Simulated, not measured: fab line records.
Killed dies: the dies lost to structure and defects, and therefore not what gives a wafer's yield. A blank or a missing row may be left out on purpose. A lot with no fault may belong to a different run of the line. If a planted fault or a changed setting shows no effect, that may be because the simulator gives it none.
What tool caused it? ; flow berkeleyCmos170 ; 14 lots, 42 wafers sampled, at 3 steps of a route of 331

== WHAT THE GAUGES SHOWED, per wafer ==
UCB170_SILICIDE_RS_MEAS_02: uses a four-point probe to measure. Usual: SILICIDE_TI_RS 25.9 ohm/sq, standard deviation 0.38.
lot;measured;on;SILICIDE_TI_RS (ohm/sq);flag
L874;day 8 13:52;filmMetro-02;25.8 25.7 26.0;
L876;day 8 17:32;filmMetro-04;26.0 25.7 26.4;
L875;day 8 18:05;filmMetro-02;26.1 26.1 25.9;
L879;day 9 04:19;filmMetro-04;26.0 25.9 25.7;
L878;day 9 04:49;filmMetro-01;25.6 25.7 25.9;
L877;day 9 04:58;filmMetro-04;26.4 27.0 26.4;
L889;day 11 08:26;filmMetro-04;25.6 25.5 25.3;
L888;day 11 08:42;filmMetro-04;25.6 26.0 25.5;
L890;day 11 09:09;filmMetro-02;26.0 25.9 26.3;
L892;day 11 19:36;filmMetro-04;25.6 25.4 25.5;
L894;day 11 19:44;filmMetro-01;26.1 25.4 26.2;
L893;day 11 20:01;filmMetro-04;26.3 26.4 26.3;
L895;day 12 10:11;filmMetro-04;25.9 25.4 25.6;
L897;day 12 21:44;filmMetro-04;26.4 26.4 26.0;

UCB170_V1_BOW_MEAS_03. Usual: V1_BOW 19 um, standard deviation 6.7.
lot;measured;on;V1_BOW (um);flag
L874;day 8 23:25;filmMetro-04;14 16 13;
L876;day 9 01:55;filmMetro-03;20 25 24;
L875;day 9 03:15;filmMetro-01;19 3 20;
L879;day 9 16:20;filmMetro-04;17 32 29;
L878;day 9 17:41;filmMetro-04;16 21 19;
L877;day 9 18:58;filmMetro-03;25 15 19;
L889;day 11 18:17;filmMetro-04;7 22 24;
L888;day 11 19:40;filmMetro-03;7 19 25;
L890;day 11 21:05;filmMetro-03;16 22 19;
L892;day 12 05:31;filmMetro-03;16 15 18;
L894;day 12 06:49;filmMetro-04;27 18 21;
L893;day 12 09:14;filmMetro-03;18 17 15;
L895;day 12 21:11;filmMetro-01;17 20 13;
L897;day 13 06:13;filmMetro-03;11 32 18;

== WHICH TOOL RAN EACH LOT (tool, then ch and the chambers of the sampled wafers, then the start) ==
lot;UCB170_SILICIDE_SPUTTER_01
L874;pvdSputter-01, day 8 13:49
L876;pvdSputter-03, day 8 17:30
L875;pvdSputter-02, day 8 18:04
L879;pvdSputter-03, day 9 04:14
L878;pvdSputter-01, day 9 04:45
L877;pvdSputter-02, day 9 04:56
L889;pvdSputter-03, day 11 08:25
L888;pvdSputter-01, day 11 08:40
L890;pvdSputter-03, day 11 09:07
L892;pvdSputter-01, day 11 19:33
L894;pvdSputter-03, day 11 19:43
L893;pvdSputter-02, day 11 19:56
L895;pvdSputter-03, day 12 10:07
L897;pvdSputter-02, day 12 21:41
- UCB170_SILICIDE_SPUTTER_01: material Ti, target thk 30 nm, time 25 s.

== WHAT THE TOOLS THEMSELVES READ (means of the sampled wafers that have a number; where no wafer has one, the mark that the record gives instead) ==
UCB170_SILICIDE_SPUTTER_01. Usual: throttleValvePct at 29.8 %, with a standard deviation of 0.66.
lot;tool;throttleValvePct (%);flag
L874;pvdSputter-01;30.6;
L876;pvdSputter-03;29.5;
L875;pvdSputter-02;29.3;
L879;pvdSputter-03;29.4;
L878;pvdSputter-01;30.0;
L877;pvdSputter-02;29.6;
L889;pvdSputter-03;29.3;
L888;pvdSputter-01;30.6;
L890;pvdSputter-03;29.5;
L892;pvdSputter-01;30.0;
L894;pvdSputter-03;29.6;
L893;pvdSputter-02;30.3;
L895;pvdSputter-03;29.2;
L897;pvdSputter-02;30.3;

== THE ANSWER, worked out from the rows above alone ==
Rule: a lot counts as off when the mean over its wafers that have a number is more than 3 standard deviations away from the usual mean. Also off: a lot with no number at a reading for which 4 or more lots have one. Where the step has rows for the other lots, those lots are counted as sound. Order of review: gauges by route order, followed by the tools' own readings, for which a lot's mean as printed above is used. At the first step where some lot is off, the reading lying furthest off is the one used; lots without a number count as furthest.
No lot is off on any of the readings shown, so nothing can be concluded from this.

== WHAT HAD BEEN PUT IN BY THE SIMULATOR ==
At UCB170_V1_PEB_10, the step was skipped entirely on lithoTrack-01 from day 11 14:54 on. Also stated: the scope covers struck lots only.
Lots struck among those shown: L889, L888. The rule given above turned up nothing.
